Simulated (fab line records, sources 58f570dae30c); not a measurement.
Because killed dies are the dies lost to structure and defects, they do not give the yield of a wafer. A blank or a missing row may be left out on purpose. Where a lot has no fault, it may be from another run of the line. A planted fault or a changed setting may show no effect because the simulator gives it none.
Check of tool commonality || flow berkeley_cmos170 || 15 lots and 45 wafers in the sample

## REASON IT WAS OPENED
At UCB170_NLDD_TW_MEAS_11 the reading NLDD_TW is flagged on 3 of 15 lots. Fault-free wafers read 2191, with a standard deviation of 16.
Rule: a lot is flagged in two cases, either no wafer of it has a number, or all its wafers with numbers fall more than 4 standard deviations from that mean. The rest of the lots are taken to be sound.

{"lot": "L692", "measured": "day 7 15:35", "on": "film_metro-01", "NLDD_TW, wafer by wafer": "2197 2204 2209", "flag": ""}
{"lot": "L696", "measured": "day 8 16:17", "on": "film_metro-01", "NLDD_TW, wafer by wafer": "2199 2203 2214", "flag": ""}
{"lot": "L698", "measured": "day 8 16:49", "on": "film_metro-01", "NLDD_TW, wafer by wafer": "2201 2219 2214", "flag": ""}
{"lot": "L701", "measured": "day 9 11:11", "on": "film_metro-03", "NLDD_TW, wafer by wafer": "2169 2176 2181", "flag": ""}
{"lot": "L700", "measured": "day 9 11:46", "on": "film_metro-01", "NLDD_TW, wafer by wafer": "2444 2445 2443", "flag": "FLAGGED"}
{"lot": "L704", "measured": "day 10 10:07", "on": "film_metro-03", "NLDD_TW, wafer by wafer": "2413 2404 2398", "flag": "FLAGGED"}
{"lot": "L703", "measured": "day 10 10:35", "on": "film_metro-01", "NLDD_TW, wafer by wafer": "2197 2221 2212", "flag": ""}
{"lot": "L702", "measured": "day 10 10:41", "on": "film_metro-02", "NLDD_TW, wafer by wafer": "2189 2199 2209", "flag": ""}
{"lot": "L705", "measured": "day 10 10:50", "on": "film_metro-03", "NLDD_TW, wafer by wafer": "2181 2174 2163", "flag": ""}
{"lot": "L707", "measured": "day 10 23:16", "on": "film_metro-01", "NLDD_TW, wafer by wafer": "2441 2455 2449", "flag": "FLAGGED"}
{"lot": "L708", "measured": "day 11 22:47", "on": "film_metro-03", "NLDD_TW, wafer by wafer": "2180 2180 2170", "flag": ""}
{"lot": "L710", "measured": "day 11 23:04", "on": "film_metro-01", "NLDD_TW, wafer by wafer": "2199 2216 2219", "flag": ""}
{"lot": "L713", "measured": "day 12 01:14", "on": "film_metro-01", "NLDD_TW, wafer by wafer": "2196 2195 2197", "flag": ""}
{"lot": "L715", "measured": "day 12 11:56", "on": "film_metro-03", "NLDD_TW, wafer by wafer": "2178 2172 2174", "flag": ""}
{"lot": "L714", "measured": "day 12 12:14", "on": "film_metro-03", "NLDD_TW, wafer by wafer": "2170 2169 2170", "flag": ""}
Average over the flagged lots: 2432; offset from the usual +241, equal to +15 standard deviations.

## WHICH TOOL RAN EACH LOT
The record keeps 1 process step preceding the reading, out of 331 steps on the route. In each cell: the tool, then ch and the chambers that the sampled wafers went through, then the start.
{"lot": "L692", "flag": "", "UCB170_NLDD_IMPLANT_09": "implanter-03 ch 0, day 7 15:20"}
{"lot": "L696", "flag": "", "UCB170_NLDD_IMPLANT_09": "implanter-01 ch 0, day 8 16:03"}
{"lot": "L698", "flag": "", "UCB170_NLDD_IMPLANT_09": "implanter-03 ch 0, day 8 16:37"}
{"lot": "L701", "flag": "", "UCB170_NLDD_IMPLANT_09": "implanter-01 ch 0, day 9 10:58"}
{"lot": "L700", "flag": "FLAGGED", "UCB170_NLDD_IMPLANT_09": "implanter-04 ch 0, day 9 11:11"}
{"lot": "L704", "flag": "FLAGGED", "UCB170_NLDD_IMPLANT_09": "implanter-03 ch 0, day 10 09:26"}
{"lot": "L703", "flag": "", "UCB170_NLDD_IMPLANT_09": "implanter-04 ch 0, day 10 10:22"}
{"lot": "L702", "flag": "", "UCB170_NLDD_IMPLANT_09": "implanter-01 ch 0, day 10 10:27"}
{"lot": "L705", "flag": "", "UCB170_NLDD_IMPLANT_09": "implanter-03 ch 0, day 10 10:35"}
{"lot": "L707", "flag": "FLAGGED", "UCB170_NLDD_IMPLANT_09": "implanter-01 ch 0, day 10 22:36"}
{"lot": "L708", "flag": "", "UCB170_NLDD_IMPLANT_09": "implanter-01 ch 0, day 11 22:32"}
{"lot": "L710", "flag": "", "UCB170_NLDD_IMPLANT_09": "implanter-04 ch 0, day 11 22:49"}
{"lot": "L713", "flag": "", "UCB170_NLDD_IMPLANT_09": "implanter-03 ch 0, day 12 00:59"}
{"lot": "L715", "flag": "", "UCB170_NLDD_IMPLANT_09": "implanter-01 ch 0, day 12 11:41"}
{"lot": "L714", "flag": "", "UCB170_NLDD_IMPLANT_09": "implanter-03 ch 0, day 12 11:59"}
What is done by these steps:
- UCB170_NLDD_IMPLANT_09
- UCB170_NLDD_TW_MEAS_11

## FLAGGED AGAINST TOTAL, ONE TOOL AT A TIME (gauges that did the reading follow at the end)
{"step": "UCB170_NLDD_IMPLANT_09", "tool": "implanter-01", "lots run": 6, "flagged": 1, "share of the flagged lots": "some", "sound lots run after its first flagged lot": "2 (L708,L715)"}
{"step": "UCB170_NLDD_IMPLANT_09", "tool": "implanter-03", "lots run": 6, "flagged": 1, "share of the flagged lots": "some", "sound lots run after its first flagged lot": "3 (L705,L713,L714)"}
{"step": "UCB170_NLDD_IMPLANT_09", "tool": "implanter-04", "lots run": 3, "flagged": 1, "share of the flagged lots": "some", "sound lots run after its first flagged lot": "2 (L703,L710)"}
{"step": "UCB170_NLDD_TW_MEAS_11", "tool": "film_metro-01", "lots run": 8, "flagged": 2, "share of the flagged lots": "some", "sound lots run after its first flagged lot": "3 (L703,L710,L713)"}
{"step": "UCB170_NLDD_TW_MEAS_11", "tool": "film_metro-02", "lots run": 1, "flagged": 0, "share of the flagged lots": "none", "sound lots run after its first flagged lot": "-"}
{"step": "UCB170_NLDD_TW_MEAS_11", "tool": "film_metro-03", "lots run": 6, "flagged": 1, "share of the flagged lots": "some", "sound lots run after its first flagged lot": "4 (L705,L708,L715,L714)"}

## WHAT THE TABLE PERMITS
No row of the table ran every flagged lot.

## WHAT THE SIMULATOR PUT IN
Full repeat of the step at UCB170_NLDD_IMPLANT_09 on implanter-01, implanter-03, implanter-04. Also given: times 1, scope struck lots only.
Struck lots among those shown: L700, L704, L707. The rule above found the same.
